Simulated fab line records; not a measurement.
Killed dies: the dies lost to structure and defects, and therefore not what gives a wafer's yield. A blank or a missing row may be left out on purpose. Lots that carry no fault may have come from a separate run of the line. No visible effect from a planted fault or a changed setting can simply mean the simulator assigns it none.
Problem report in the 8D (eight disciplines) form, filled by code	flow berkeley-cmos170	the parts of the form that need people (team, actions taken, sign-off) are left out

1. THE ISSUE
tilt-deg at UCB170_NSD_IMPLANT_08 reads a mean of 7.743 degrees on 6 wafers of 2 lots; wafers without a fault read 6.998 degrees with a standard deviation of 0.019. That puts it +39 standard deviations away from the usual mean.
Earliest sighting: wafer L486.2 on implanter-03 at day 9 12:58. The record holds 18 wafers of 6 lots with a number at this step. Rule for "out", or "out of limits": more than 4 standard deviations from the usual mean. All remaining wafers that have a number are taken as sound.

2. WHAT IT IS, AND WHAT IT ISN'T
question	is	is not
which readings at this step	tilt-deg	end-station-pressure-torr
which lots	L486, L489	L474, L478, L488, L490
which wafers of those lots	all that have a number	-
read on which tools	implanter-03	implanter-02, implanter-04
when	from day 9 12:58	up to then (6 sound wafers); but 6 sound wafers of L488, L490 came after

3. WHAT RULES OUT EACH SUSPECT
Counting: any tool at a process step up to the reading is kept as a suspect provided that every lot that is out went through it and no sound lot did after the first of them.
- implanter-03 at UCB170_NSD_IMPLANT_08: kept. All lots that are out passed through it, beginning with L486 at day 9 12:58, and no sound lot followed; its final sound lot before that point was L474 at day 7 00:45. On those wafers its own readings are out: tilt-deg.
After counting, what remains is implanter-03 at UCB170_NSD_IMPLANT_08.

4. THE CAUSE (what the simulator had put in)
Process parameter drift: implanter-03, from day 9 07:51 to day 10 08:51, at UCB170_NSD_IMPLANT_08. Setting tilt-deg, moved by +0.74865, from 7. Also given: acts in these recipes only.
This tool alone remained once counting was done.

5. SEQUENCE OF EFFECTS, ordered by route
One row per reading whose mean, taken over the struck wafers that have a number, lies over 3 standard deviations from the usual. Readings are gone through only where the record gives a usual standard deviation; hours: the median, over the lots, of the time from a lot's start at the first step in this table giving one to that lot's start at this step; sigmas: the change measured in usual standard deviations.
hours	step	reading	usual	on struck wafers	change	sigmas
0	UCB170_NSD_IMPLANT_08	tilt-deg	6.998 degrees	7.743	+0.745	+39
Here are the process steps it includes:
- UCB170_NSD_IMPLANT_08

6. HOW IT WOULD HAVE BEEN CAUGHT EARLIER
In this record no reading fell out of limits until day 9 12:58, 5 hours after the fault had begun at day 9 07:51.
